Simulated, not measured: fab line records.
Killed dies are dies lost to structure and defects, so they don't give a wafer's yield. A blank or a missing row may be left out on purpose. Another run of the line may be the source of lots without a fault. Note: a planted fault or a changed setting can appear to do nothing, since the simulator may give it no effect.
fab line records / flow rit_cmos
[record] lots = 14 wafers = 42 last_day = 7
route steps=202 shown FOX1@21 NWELL@37 CONTACT@173 M1@202
lots untouched by any fault: they come from a run of this same line in which no faults occurred
start_h: hours from the record's opening day to when the first of the lot's shown wafers began / wait_h: hours from the lot's prior step to this one / " repeats the value in the row above / L1.1+2: several wafers, shown together as one row / - no value present, or no start provided / * or withheld: withheld / < > ~ a bound
route shown NAME@n: NAME is a module with steps in the file, n the number in the route of the first one / usual: average and standard deviation across the fault-free wafers / same: alike in all rows / chamber/n: place in a boat / sites: per-site readings / _std_site: the values' standard deviation / _edge_site: mean of outer sites minus mean of inner sites / radius_mm: for every site, how far away it sits from the centre of the wafer / mask NAME#n: copy n / behind: the tool/chamber that last shaped the wafer / hold: why the lot was held/for how many hours/how that ended / device: the transistor (n, p or np) that didn't switch / end of line: the same wafers' tests at the end of the route / a step without rows: its recipe alone / killed: the dies lost at the first sort to structure and to defects; this is not the yield of the wafer / map: shows each die of a wafer: x if killed, . if not, _ if none is there
set.NAME: setting as actually run; set.NAME@STEP: the setting as run at that earlier step / model.NAME: the simulator's own value behind a step, which no gauge read
a sample of lots followed through the steps of the route, with each step as a table and each wafer as a row
services: when a tool's chamber went out of use (start_h, in hours from the record's first day, below 0 if earlier), for how many hours, and the reason
[[steps]]
[step RIT_FOX1_THK_MEAS_01]
[recipe] reads = SiO2_of_FOX1_OXIDATION_00
[usual] FOX1_OXIDE_THK = 350/5.6
lot.wafer=L854.1 tool=film_metro-02 chamber=- start_h=18.53 wait_h=0.0 FOX1_OXIDE_THK[nm]=353
lot.wafer=L854.4 tool=film_metro-02 chamber=- start_h=18.53 wait_h=0.0 FOX1_OXIDE_THK[nm]=352
lot.wafer=L854.5 tool=film_metro-02 chamber=- start_h=18.53 wait_h=0.0 FOX1_OXIDE_THK[nm]=347
lot.wafer=L856.1 tool=film_metro-04 chamber=- start_h=28.55 wait_h=0.0 FOX1_OXIDE_THK[nm]=338
lot.wafer=L856.2 tool=film_metro-04 chamber=- start_h=28.55 wait_h=0.0 FOX1_OXIDE_THK[nm]=345
lot.wafer=L856.4 tool=film_metro-04 chamber=- start_h=28.55 wait_h=0.0 FOX1_OXIDE_THK[nm]=344
lot.wafer=L857.2 tool=film_metro-04 chamber=- start_h=32.50 wait_h=0.0 FOX1_OXIDE_THK[nm]=344
lot.wafer=L857.3 tool=film_metro-04 chamber=- start_h=32.50 wait_h=0.0 FOX1_OXIDE_THK[nm]=342
lot.wafer=L857.5 tool=film_metro-04 chamber=- start_h=32.50 wait_h=0.0 FOX1_OXIDE_THK[nm]=343
lot.wafer=L860.1 tool=film_metro-01 chamber=- start_h=48.44 wait_h=0.0 FOX1_OXIDE_THK[nm]=350
lot.wafer=L860.3 tool=film_metro-01 chamber=- start_h=48.44 wait_h=0.0 FOX1_OXIDE_THK[nm]=352
lot.wafer=L860.6 tool=film_metro-01 chamber=- start_h=48.44 wait_h=0.0 FOX1_OXIDE_THK[nm]=348
lot.wafer=L862.2 tool=film_metro-04 chamber=- start_h=58.52 wait_h=0.0 FOX1_OXIDE_THK[nm]=351
lot.wafer=L862.4 tool=film_metro-04 chamber=- start_h=58.52 wait_h=0.0 FOX1_OXIDE_THK[nm]=357
lot.wafer=L862.5 tool=film_metro-04 chamber=- start_h=58.52 wait_h=0.0 FOX1_OXIDE_THK[nm]=351
lot.wafer=L863.1 tool=film_metro-01 chamber=- start_h=63.77 wait_h=0.0 FOX1_OXIDE_THK[nm]=345
lot.wafer=L863.3 tool=film_metro-01 chamber=- start_h=63.77 wait_h=0.0 FOX1_OXIDE_THK[nm]=346
lot.wafer=L863.4 tool=film_metro-01 chamber=- start_h=63.77 wait_h=0.0 FOX1_OXIDE_THK[nm]=344
lot.wafer=L864.2 tool=film_metro-02 chamber=- start_h=71.30 wait_h=0.0 FOX1_OXIDE_THK[nm]=351
lot.wafer=L864.3 tool=film_metro-02 chamber=- start_h=71.30 wait_h=0.0 FOX1_OXIDE_THK[nm]=356
lot.wafer=L864.4 tool=film_metro-02 chamber=- start_h=71.30 wait_h=0.0 FOX1_OXIDE_THK[nm]=353
lot.wafer=L865.2 tool=film_metro-01 chamber=- start_h=77.40 wait_h=0.0 FOX1_OXIDE_THK[nm]=341
lot.wafer=L865.5 tool=film_metro-01 chamber=- start_h=77.40 wait_h=0.0 FOX1_OXIDE_THK[nm]=343
lot.wafer=L865.6 tool=film_metro-01 chamber=- start_h=77.40 wait_h=0.0 FOX1_OXIDE_THK[nm]=338
lot.wafer=L866.3 tool=film_metro-02 chamber=- start_h=78.01 wait_h=0.0 FOX1_OXIDE_THK[nm]=351
lot.wafer=L866.5 tool=film_metro-02 chamber=- start_h=78.01 wait_h=0.0 FOX1_OXIDE_THK[nm]=352
lot.wafer=L866.6 tool=film_metro-02 chamber=- start_h=78.01 wait_h=0.0 FOX1_OXIDE_THK[nm]=348
lot.wafer=L872.2 tool=film_metro-04 chamber=- start_h=110.65 wait_h=0.0 FOX1_OXIDE_THK[nm]=344
lot.wafer=L872.3 tool=film_metro-04 chamber=- start_h=110.65 wait_h=0.0 FOX1_OXIDE_THK[nm]=346
lot.wafer=L872.5 tool=film_metro-04 chamber=- start_h=110.65 wait_h=0.0 FOX1_OXIDE_THK[nm]=343
lot.wafer=L873.3 tool=film_metro-02 chamber=- start_h=113.39 wait_h=0.0 FOX1_OXIDE_THK[nm]=355
lot.wafer=L873.4 tool=film_metro-02 chamber=- start_h=113.39 wait_h=0.0 FOX1_OXIDE_THK[nm]=355
lot.wafer=L873.6 tool=film_metro-02 chamber=- start_h=113.39 wait_h=0.0 FOX1_OXIDE_THK[nm]=357
lot.wafer=L874.1 tool=film_metro-01 chamber=- start_h=117.67 wait_h=0.0 FOX1_OXIDE_THK[nm]=359
lot.wafer=L874.4 tool=film_metro-01 chamber=- start_h=117.67 wait_h=0.0 FOX1_OXIDE_THK[nm]=359
lot.wafer=L874.6 tool=film_metro-01 chamber=- start_h=117.67 wait_h=0.0 FOX1_OXIDE_THK[nm]=354
lot.wafer=L875.2 tool=film_metro-04 chamber=- start_h=124.55 wait_h=0.0 FOX1_OXIDE_THK[nm]=349
lot.wafer=L875.5 tool=film_metro-04 chamber=- start_h=124.55 wait_h=0.0 FOX1_OXIDE_THK[nm]=353
lot.wafer=L875.6 tool=film_metro-04 chamber=- start_h=124.55 wait_h=0.0 FOX1_OXIDE_THK[nm]=351
lot.wafer=L876.1 tool=film_metro-01 chamber=- start_h=128.93 wait_h=0.0 FOX1_OXIDE_THK[nm]=348
lot.wafer=L876.3 tool=film_metro-01 chamber=- start_h=128.93 wait_h=0.0 FOX1_OXIDE_THK[nm]=347
lot.wafer=L876.4 tool=film_metro-01 chamber=- start_h=128.93 wait_h=0.0 FOX1_OXIDE_THK[nm]=352
[step RIT_NWELL_STRIP_09]
[recipe] chemistry = O2 time_s = 180 resist = NOVOLAK platen_temp_c = withheld power_w = 500 pressure_mtorr = 4000 o2_flow_sccm = 4000
[usual] drypump_motor_current_A = 5.6/0.38
lot.wafer=L854.1 tool=plasma_asher-02 chamber=0 start_h=23.00 wait_h=0.1 drypump_motor_current_A=6.4 rf_hours_counter_h=36
lot.wafer=L854.4 tool=plasma_asher-02 chamber=0 start_h=23.00 wait_h=0.1 drypump_motor_current_A=6.4 rf_hours_counter_h=-
lot.wafer=L854.5 tool=plasma_asher-02 chamber=0 start_h=23.00 wait_h=0.1 drypump_motor_current_A=6.4 rf_hours_counter_h=-
lot.wafer=L856.1 tool=plasma_asher-04 chamber=0 start_h=33.55 wait_h=0.1 drypump_motor_current_A=5.3 rf_hours_counter_h=24
lot.wafer=L856.2 tool=plasma_asher-04 chamber=1 start_h=33.55 wait_h=0.1 drypump_motor_current_A=5.8 rf_hours_counter_h=24
lot.wafer=L856.4 tool=plasma_asher-04 chamber=0 start_h=33.55 wait_h=0.1 drypump_motor_current_A=5.3 rf_hours_counter_h=-
lot.wafer=L857.2 tool=plasma_asher-02 chamber=0 start_h=37.57 wait_h=0.1 drypump_motor_current_A=6.4 rf_hours_counter_h=38
lot.wafer=L857.3 tool=plasma_asher-02 chamber=0 start_h=37.57 wait_h=0.1 drypump_motor_current_A=6.4 rf_hours_counter_h=-
lot.wafer=L857.5 tool=plasma_asher-02 chamber=1 start_h=37.57 wait_h=0.1 drypump_motor_current_A=5.4 rf_hours_counter_h=-
lot.wafer=L860.1 tool=plasma_asher-01 chamber=1 start_h=52.31 wait_h=0.1 drypump_motor_current_A=5.5 rf_hours_counter_h=41
lot.wafer=L860.3 tool=plasma_asher-01 chamber=1 start_h=52.31 wait_h=0.1 drypump_motor_current_A=5.4 rf_hours_counter_h=-
lot.wafer=L860.6 tool=plasma_asher-01 chamber=0 start_h=52.31 wait_h=0.1 drypump_motor_current_A=5.4 rf_hours_counter_h=-
lot.wafer=L862.2 tool=plasma_asher-04 chamber=0 start_h=62.41 wait_h=0.1 drypump_motor_current_A=5.3 rf_hours_counter_h=27
lot.wafer=L862.4 tool=plasma_asher-04 chamber=0 start_h=62.41 wait_h=0.1 drypump_motor_current_A=5.3 rf_hours_counter_h=-
lot.wafer=L862.5 tool=plasma_asher-04 chamber=1 start_h=62.41 wait_h=0.1 drypump_motor_current_A=5.7 rf_hours_counter_h=-
lot.wafer=L863.1 tool=plasma_asher-04 chamber=1 start_h=68.54 wait_h=0.1 drypump_motor_current_A=5.7 rf_hours_counter_h=28
lot.wafer=L863.3 tool=plasma_asher-04 chamber=1 start_h=68.54 wait_h=0.1 drypump_motor_current_A=5.7 rf_hours_counter_h=-
lot.wafer=L863.4 tool=plasma_asher-04 chamber=0 start_h=68.54 wait_h=0.1 drypump_motor_current_A=5.3 rf_hours_counter_h=-
lot.wafer=L864.2 tool=plasma_asher-02 chamber=1 start_h=77.47 wait_h=0.1 drypump_motor_current_A=5.4 rf_hours_counter_h=42
lot.wafer=L864.3 tool=plasma_asher-02 chamber=0 start_h=77.47 wait_h=0.1 drypump_motor_current_A=6.4 rf_hours_counter_h=-
lot.wafer=L864.4 tool=plasma_asher-02 chamber=1 start_h=77.47 wait_h=0.1 drypump_motor_current_A=5.4 rf_hours_counter_h=-
lot.wafer=L865.2 tool=plasma_asher-04 chamber=1 start_h=81.20 wait_h=0.1 drypump_motor_current_A=5.8 rf_hours_counter_h=29
lot.wafer=L865.5 tool=plasma_asher-04 chamber=1 start_h=81.20 wait_h=0.1 drypump_motor_current_A=5.8 rf_hours_counter_h=-
lot.wafer=L865.6 tool=plasma_asher-04 chamber=0 start_h=81.20 wait_h=0.1 drypump_motor_current_A=5.2 rf_hours_counter_h=-
lot.wafer=L866.3 tool=plasma_asher-01 chamber=1 start_h=81.93 wait_h=0.1 drypump_motor_current_A=5.5 rf_hours_counter_h=-
lot.wafer=L866.5 tool=plasma_asher-01 chamber=1 start_h=81.93 wait_h=0.1 drypump_motor_current_A=5.5 rf_hours_counter_h=-
lot.wafer=L866.6 tool=plasma_asher-01 chamber=0 start_h=81.93 wait_h=0.1 drypump_motor_current_A=5.4 rf_hours_counter_h=-
lot.wafer=L872.2 tool=plasma_asher-02 chamber=1 start_h=115.28 wait_h=0.1 drypump_motor_current_A=5.4 rf_hours_counter_h=47
lot.wafer=L872.3 tool=plasma_asher-02 chamber=1 start_h=115.28 wait_h=0.1 drypump_motor_current_A=5.4 rf_hours_counter_h=-
lot.wafer=L872.5 tool=plasma_asher-02 chamber=0 start_h=115.28 wait_h=0.1 drypump_motor_current_A=6.5 rf_hours_counter_h=-
lot.wafer=L873.3 tool=plasma_asher-02 chamber=1 start_h=117.30 wait_h=0.1 drypump_motor_current_A=5.5 rf_hours_counter_h=-
lot.wafer=L873.4 tool=plasma_asher-02 chamber=0 start_h=117.30 wait_h=0.1 drypump_motor_current_A=6.4 rf_hours_counter_h=-
lot.wafer=L873.6 tool=plasma_asher-02 chamber=1 start_h=117.30 wait_h=0.1 drypump_motor_current_A=5.5 rf_hours_counter_h=-
lot.wafer=L874.1 tool=plasma_asher-04 chamber=1 start_h=121.43 wait_h=0.1 drypump_motor_current_A=5.7 rf_hours_counter_h=33
lot.wafer=L874.4 tool=plasma_asher-04 chamber=1 start_h=121.43 wait_h=0.1 drypump_motor_current_A=5.7 rf_hours_counter_h=-
lot.wafer=L874.6 tool=plasma_asher-04 chamber=1 start_h=121.43 wait_h=0.1 drypump_motor_current_A=5.7 rf_hours_counter_h=-
lot.wafer=L875.2 tool=plasma_asher-01 chamber=1 start_h=128.29 wait_h=0.1 drypump_motor_current_A=5.5 rf_hours_counter_h=1
lot.wafer=L875.5 tool=plasma_asher-01 chamber=0 start_h=128.29 wait_h=0.1 drypump_motor_current_A=5.4 rf_hours_counter_h=-
lot.wafer=L875.6 tool=plasma_asher-01 chamber=1 start_h=128.29 wait_h=0.1 drypump_motor_current_A=5.4 rf_hours_counter_h=-
lot.wafer=L876.1 tool=plasma_asher-02 chamber=1 start_h=132.97 wait_h=0.1 drypump_motor_current_A=5.5 rf_hours_counter_h=48
lot.wafer=L876.3 tool=plasma_asher-02 chamber=1 start_h=132.97 wait_h=0.1 drypump_motor_current_A=5.5 rf_hours_counter_h=-
lot.wafer=L876.4 tool=plasma_asher-02 chamber=0 start_h=132.97 wait_h=0.1 drypump_motor_current_A=6.4 rf_hours_counter_h=-
[step RIT_NWELL_TW_MEAS_10]
[usual] NWELL_TW = 2149/29
lot.wafer=L854.1 tool=film_metro-03 chamber=- start_h=23.17 wait_h=0.1 NWELL_TW=2162
lot.wafer=L854.4 tool=film_metro-03 chamber=- start_h=23.17 wait_h=0.1 NWELL_TW=2172
lot.wafer=L854.5 tool=film_metro-03 chamber=- start_h=23.17 wait_h=0.1 NWELL_TW=2176
lot.wafer=L856.1 tool=film_metro-03 chamber=- start_h=33.72 wait_h=0.1 NWELL_TW=2183
lot.wafer=L856.2 tool=film_metro-03 chamber=- start_h=33.72 wait_h=0.1 NWELL_TW=2174
lot.wafer=L856.4 tool=film_metro-03 chamber=- start_h=33.72 wait_h=0.1 NWELL_TW=2179
lot.wafer=L857.2 tool=film_metro-04 chamber=- start_h=37.76 wait_h=0.1 NWELL_TW=2106
lot.wafer=L857.3 tool=film_metro-04 chamber=- start_h=37.76 wait_h=0.1 NWELL_TW=2118
lot.wafer=L857.5 tool=film_metro-04 chamber=- start_h=37.76 wait_h=0.1 NWELL_TW=2109
lot.wafer=L860.1 tool=film_metro-02 chamber=- start_h=52.48 wait_h=0.1 NWELL_TW=2175
lot.wafer=L860.3 tool=film_metro-02 chamber=- start_h=52.48 wait_h=0.1 NWELL_TW=2177
lot.wafer=L860.6 tool=film_metro-02 chamber=- start_h=52.48 wait_h=0.1 NWELL_TW=2162
lot.wafer=L862.2 tool=film_metro-04 chamber=- start_h=62.59 wait_h=0.1 NWELL_TW=2100
lot.wafer=L862.4 tool=film_metro-04 chamber=- start_h=62.59 wait_h=0.1 NWELL_TW=2109
lot.wafer=L862.5 tool=film_metro-04 chamber=- start_h=62.59 wait_h=0.1 NWELL_TW=2102
lot.wafer=L863.1 tool=film_metro-04 chamber=- start_h=68.71 wait_h=0.1 NWELL_TW=2099
lot.wafer=L863.3 tool=film_metro-04 chamber=- start_h=68.71 wait_h=0.1 NWELL_TW=2111
lot.wafer=L863.4 tool=film_metro-04 chamber=- start_h=68.71 wait_h=0.1 NWELL_TW=2107
lot.wafer=L864.2 tool=film_metro-04 chamber=- start_h=77.65 wait_h=0.1 NWELL_TW=2103
lot.wafer=L864.3 tool=film_metro-04 chamber=- start_h=77.65 wait_h=0.1 NWELL_TW=2097
lot.wafer=L864.4 tool=film_metro-04 chamber=- start_h=77.65 wait_h=0.1 NWELL_TW=2102
lot.wafer=L865.2 tool=film_metro-02 chamber=- start_h=81.39 wait_h=0.1 NWELL_TW=2161
lot.wafer=L865.5 tool=film_metro-02 chamber=- start_h=81.39 wait_h=0.1 NWELL_TW=2160
lot.wafer=L865.6 tool=film_metro-02 chamber=- start_h=81.39 wait_h=0.1 NWELL_TW=2156
lot.wafer=L866.3 tool=film_metro-03 chamber=- start_h=82.06 wait_h=0.1 NWELL_TW=2169
lot.wafer=L866.5 tool=film_metro-03 chamber=- start_h=82.06 wait_h=0.1 NWELL_TW=2165
lot.wafer=L866.6 tool=film_metro-03 chamber=- start_h=82.06 wait_h=0.1 NWELL_TW=2167
lot.wafer=L872.2 tool=film_metro-03 chamber=- start_h=115.46 wait_h=0.1 NWELL_TW=2167
lot.wafer=L872.3 tool=film_metro-03 chamber=- start_h=115.46 wait_h=0.1 NWELL_TW=2162
lot.wafer=L872.5 tool=film_metro-03 chamber=- start_h=115.46 wait_h=0.1 NWELL_TW=2155
lot.wafer=L873.3 tool=film_metro-02 chamber=- start_h=117.44 wait_h=0.1 NWELL_TW=2163
lot.wafer=L873.4 tool=film_metro-02 chamber=- start_h=117.44 wait_h=0.1 NWELL_TW=2174
lot.wafer=L873.6 tool=film_metro-02 chamber=- start_h=117.44 wait_h=0.1 NWELL_TW=2159
lot.wafer=L874.1 tool=film_metro-03 chamber=- start_h=121.60 wait_h=0.1 NWELL_TW=2157
lot.wafer=L874.4 tool=film_metro-03 chamber=- start_h=121.60 wait_h=0.1 NWELL_TW=2170
lot.wafer=L874.6 tool=film_metro-03 chamber=- start_h=121.60 wait_h=0.1 NWELL_TW=2162
lot.wafer=L875.2 tool=film_metro-04 chamber=- start_h=128.48 wait_h=0.1 NWELL_TW=2108
lot.wafer=L875.5 tool=film_metro-04 chamber=- start_h=128.48 wait_h=0.1 NWELL_TW=2117
lot.wafer=L875.6 tool=film_metro-04 chamber=- start_h=128.48 wait_h=0.1 NWELL_TW=2118
lot.wafer=L876.1 tool=film_metro-03 chamber=- start_h=133.14 wait_h=0.1 NWELL_TW=2173
lot.wafer=L876.3 tool=film_metro-03 chamber=- start_h=133.14 wait_h=0.1 NWELL_TW=2169
lot.wafer=L876.4 tool=film_metro-03 chamber=- start_h=133.14 wait_h=0.1 NWELL_TW=2176
[step RIT_CONTACT_EXPOSE_05]
[recipe] mask_id = M11 na = 0.6 source_shape = conventional sigma_outer = 0.5 target_cd_nm = 1000 dose_mj = 250
lot.wafer=L854.1+4+5 tool=iline_stepper-02 chamber=0 start_h=56.07 wait_h=0.1 mask=M11#0
lot.wafer=L856.1+2+4 tool=iline_stepper-02 chamber=0 start_h=64.54 wait_h=0.1 mask=M11#0
lot.wafer=L857.2+3+5 tool=iline_stepper-02 chamber=0 start_h=67.78 wait_h=0.1 mask=M11#0
lot.wafer=L860.1+3+6 tool=iline_stepper-02 chamber=0 start_h=84.36 wait_h=0.2 mask=M11#0
lot.wafer=L862.2+4+5 tool=iline_stepper-01 chamber=0 start_h=95.49 wait_h=0.2 mask=M11#0
lot.wafer=L863.1+3+4 tool=iline_stepper-02 chamber=0 start_h=101.15 wait_h=0.2 mask=M11#0
lot.wafer=L864.2+3+4 tool=iline_stepper-02 chamber=0 start_h=109.08 wait_h=0.1 mask=M11#0
lot.wafer=L865.2+5+6 tool=iline_stepper-02 chamber=0 start_h=114.13 wait_h=0.1 mask=M11#0
lot.wafer=L866.3+5+6 tool=iline_stepper-01 chamber=0 start_h=116.58 wait_h=0.2 mask=M11#0
lot.wafer=L872.2+3+5 tool=iline_stepper-02 chamber=0 start_h=146.41 wait_h=0.1 mask=M11#0
lot.wafer=L873.3+4+6 tool=iline_stepper-02 chamber=0 start_h=148.36 wait_h=0.1 mask=M11#0
lot.wafer=L874.1+4+6 tool=iline_stepper-02 chamber=0 start_h=156.29 wait_h=0.1 mask=M11#0
lot.wafer=L875.2+5+6 tool=iline_stepper-01 chamber=0 start_h=162.27 wait_h=0.2 mask=M11#0
lot.wafer=L876.1+3+4 tool=iline_stepper-01 chamber=0 start_h=163.99 wait_h=0.1 mask=M11#0
[step RIT_CONTACT_OVL_MEAS_09]
[usual] CONTACT_OVL = -0.3/1.2
lot.wafer=L854.1 tool=overlay-01 chamber=- start_h=56.74 wait_h=0.1 CONTACT_OVL[nm]=0.8
lot.wafer=L854.4 tool=overlay-01 chamber=- start_h=56.74 wait_h=0.1 CONTACT_OVL[nm]=-0.4
lot.wafer=L854.5 tool=overlay-01 chamber=- start_h=56.74 wait_h=0.1 CONTACT_OVL[nm]=-0.6
lot.wafer=L856.1 tool=overlay-01 chamber=- start_h=65.18 wait_h=0.1 CONTACT_OVL[nm]=0.0
lot.wafer=L856.2 tool=overlay-01 chamber=- start_h=65.18 wait_h=0.1 CONTACT_OVL[nm]=0.1
lot.wafer=L856.4 tool=overlay-01 chamber=- start_h=65.18 wait_h=0.1 CONTACT_OVL[nm]=-0.2
lot.wafer=L857.2 tool=overlay-02 chamber=- start_h=68.40 wait_h=0.1 CONTACT_OVL[nm]=-0.8
lot.wafer=L857.3 tool=overlay-02 chamber=- start_h=68.40 wait_h=0.1 CONTACT_OVL[nm]=0.6
lot.wafer=L857.5 tool=overlay-02 chamber=- start_h=68.40 wait_h=0.1 CONTACT_OVL[nm]=-1.1
lot.wafer=L860.1 tool=overlay-02 chamber=- start_h=84.99 wait_h=0.1 CONTACT_OVL[nm]=-0.8
lot.wafer=L860.3 tool=overlay-02 chamber=- start_h=84.99 wait_h=0.1 CONTACT_OVL[nm]=0.2
lot.wafer=L860.6 tool=overlay-02 chamber=- start_h=84.99 wait_h=0.1 CONTACT_OVL[nm]=0.9
lot.wafer=L862.2 tool=overlay-02 chamber=- start_h=96.11 wait_h=0.1 CONTACT_OVL[nm]=-0.9
lot.wafer=L862.4 tool=overlay-02 chamber=- start_h=96.11 wait_h=0.1 CONTACT_OVL[nm]=0.1
lot.wafer=L862.5 tool=overlay-02 chamber=- start_h=96.11 wait_h=0.1 CONTACT_OVL[nm]=0.6
lot.wafer=L863.1 tool=overlay-01 chamber=- start_h=101.79 wait_h=0.1 CONTACT_OVL[nm]=-1.2
lot.wafer=L863.3 tool=overlay-01 chamber=- start_h=101.79 wait_h=0.1 CONTACT_OVL[nm]=-0.2
lot.wafer=L863.4 tool=overlay-01 chamber=- start_h=101.79 wait_h=0.1 CONTACT_OVL[nm]=-1.2
lot.wafer=L864.2 tool=overlay-01 chamber=- start_h=109.71 wait_h=0.1 CONTACT_OVL[nm]=1.3
lot.wafer=L864.3 tool=overlay-01 chamber=- start_h=109.71 wait_h=0.1 CONTACT_OVL[nm]=3.0
lot.wafer=L864.4 tool=overlay-01 chamber=- start_h=109.71 wait_h=0.1 CONTACT_OVL[nm]=2.2
lot.wafer=L865.2 tool=overlay-02 chamber=- start_h=114.75 wait_h=0.1 CONTACT_OVL[nm]=-2.5
lot.wafer=L865.5 tool=overlay-02 chamber=- start_h=114.75 wait_h=0.1 CONTACT_OVL[nm]=-0.8
lot.wafer=L865.6 tool=overlay-02 chamber=- start_h=114.75 wait_h=0.1 CONTACT_OVL[nm]=-1.2
lot.wafer=L866.3 tool=overlay-02 chamber=- start_h=117.24 wait_h=0.1 CONTACT_OVL[nm]=-0.5
lot.wafer=L866.5 tool=overlay-02 chamber=- start_h=117.24 wait_h=0.1 CONTACT_OVL[nm]=-1.5
lot.wafer=L866.6 tool=overlay-02 chamber=- start_h=117.24 wait_h=0.1 CONTACT_OVL[nm]=-1.9
lot.wafer=L872.2 tool=overlay-01 chamber=- start_h=147.04 wait_h=0.1 CONTACT_OVL[nm]=0.4
lot.wafer=L872.3 tool=overlay-01 chamber=- start_h=147.04 wait_h=0.1 CONTACT_OVL[nm]=0.5
lot.wafer=L872.5 tool=overlay-01 chamber=- start_h=147.04 wait_h=0.1 CONTACT_OVL[nm]=-1.6
lot.wafer=L873.3 tool=overlay-02 chamber=- start_h=148.97 wait_h=0.1 CONTACT_OVL[nm]=-6.4
lot.wafer=L873.4 tool=overlay-02 chamber=- start_h=148.97 wait_h=0.1 CONTACT_OVL[nm]=-8.5
lot.wafer=L873.6 tool=overlay-02 chamber=- start_h=148.97 wait_h=0.1 CONTACT_OVL[nm]=-7.8
lot.wafer=L874.1 tool=overlay-02 chamber=- start_h=156.92 wait_h=0.1 CONTACT_OVL[nm]=-5.3
lot.wafer=L874.4 tool=overlay-02 chamber=- start_h=156.92 wait_h=0.1 CONTACT_OVL[nm]=-5.1
lot.wafer=L874.6 tool=overlay-02 chamber=- start_h=156.92 wait_h=0.1 CONTACT_OVL[nm]=-5.7
lot.wafer=L875.2 tool=overlay-01 chamber=- start_h=162.89 wait_h=0.1 CONTACT_OVL[nm]=-0.7
lot.wafer=L875.5 tool=overlay-01 chamber=- start_h=162.89 wait_h=0.1 CONTACT_OVL[nm]=-0.6
lot.wafer=L875.6 tool=overlay-01 chamber=- start_h=162.89 wait_h=0.1 CONTACT_OVL[nm]=-0.2
lot.wafer=L876.1 tool=overlay-01 chamber=- start_h=164.63 wait_h=0.1 CONTACT_OVL[nm]=-2.2
lot.wafer=L876.3 tool=overlay-01 chamber=- start_h=164.63 wait_h=0.1 CONTACT_OVL[nm]=-2.4
lot.wafer=L876.4 tool=overlay-01 chamber=- start_h=164.63 wait_h=0.1 CONTACT_OVL[nm]=-0.3
[step RIT_M1_PROBE_99]
[usual] killed_at_M0_to_M3 = 0.0/0.14 killed_at_contacts = 0.1/0.34 killed_at_front_end = 6.6/2.7 killed_dies = 6.7/2.7 killed_open = 3.5/1.9 killed_short = 3.1/1.8
[same] gross_dies = 264 killed_at_M4_up = 0 killed_at_back_side = 0 killed_at_other = 0
lot.wafer=L856.1 tool=prober-01 chamber=- start_h=70.52 wait_h=0.1 killed_at_M0_to_M3=0 killed_at_contacts=0 killed_at_front_end=7 killed_dies=7 killed_open=4 killed_short=3
lot.wafer=L856.2 tool=prober-01 chamber=- start_h=70.57 wait_h=0.1 killed_at_M0_to_M3=0 killed_at_contacts=0 killed_at_front_end=9 killed_dies=9 killed_open=3 killed_short=6
lot.wafer=L856.4 tool=prober-01 chamber=- start_h=70.67 wait_h=0.2 killed_at_M0_to_M3=0 killed_at_contacts=0 killed_at_front_end=7 killed_dies=7 killed_open=5 killed_short=2
// killed by level:class
L856.1 GATE:geometric_particle:short=2 REOX:geometric_particle:open=2 FOX2:geometric_particle:open=1 SPACER:geometric_particle:short=1 SILICIDE:geometric_particle:open=1
L856.2 SILICIDE:geometric_particle:short=3 FOX1:geometric_particle:short=2 REOX:geometric_particle:open=2 FOX2:geometric_particle:open=1 SPACER:geometric_particle:short=1
L856.4 REOX:geometric_particle:open=3 FOX1:geometric_particle:short=1 GATE:geometric_particle:open=1 SILICIDE:geometric_particle:short=1 SILICIDE:geometric_particle:open=1
[[services]]
tool=iline_stepper-01 chamber=- start_h=0.15 hours=5.3 kind=repair
tool=plasma_asher-01 chamber=- start_h=4.56 hours=2.8 kind=pm
tool=plasma_asher-04 chamber=- start_h=5.95 hours=1.3 kind=repair
tool=iline_stepper-01 chamber=- start_h=8.59 hours=2.1 kind=pm
tool=iline_stepper-01 chamber=- start_h=10.67 hours=- kind=consumable_replace:lamp
tool=iline_stepper-02 chamber=- start_h=21.18 hours=5.7 kind=repair
tool=iline_stepper-02 chamber=- start_h=54.26 hours=1.7 kind=pm
tool=plasma_asher-01 chamber=- start_h=105.73 hours=1.2 kind=repair
tool=plasma_asher-01 chamber=- start_h=108.75 hours=9.0 kind=pm
tool=plasma_asher-01 chamber=0 start_h=108.75 hours=9.0 kind=vent_cycle
tool=plasma_asher-01 chamber=1 start_h=108.75 hours=9.0 kind=vent_cycle
tool=plasma_asher-01 chamber=0 start_h=117.75 hours=- kind=clean
tool=plasma_asher-01 chamber=1 start_h=117.75 hours=- kind=clean
tool=iline_stepper-01 chamber=- start_h=127.65 hours=1.7 kind=pm
tool=iline_stepper-01 chamber=- start_h=130.37 hours=8.9 kind=pm
[[key]]
[first_sign] step = RIT_CONTACT_OVL_MEAS_09 reading = CONTACT_OVL direction = down sigmas = 5.2 usual = -0.3 struck = -6.4
effect none on later readings
met_at RIT_CONTACT_EXPOSE_05
struck_lots L873,L874
tester_left_out L873,L874
not_acting_at RIT_FOX1_THK_MEAS_01,RIT_NWELL_STRIP_09,RIT_NWELL_TW_MEAS_10
onset_between 146.41 148.36
[fault] kind = process_parameter_drift tool = iline_stepper-02 chamber = - onset_h = 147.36 steps = RIT_CONTACT_EXPOSE_05 channel = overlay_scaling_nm offset = 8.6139 shape = step end_h = 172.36
// tester_left_out: of these lots the tester's yield and bins aren't shown, on N5 and GAA mostly nor the transistor test; their killed dies are dies lost to structure and defects alone, not to doping, threshold or leakage, so they don't give the yield
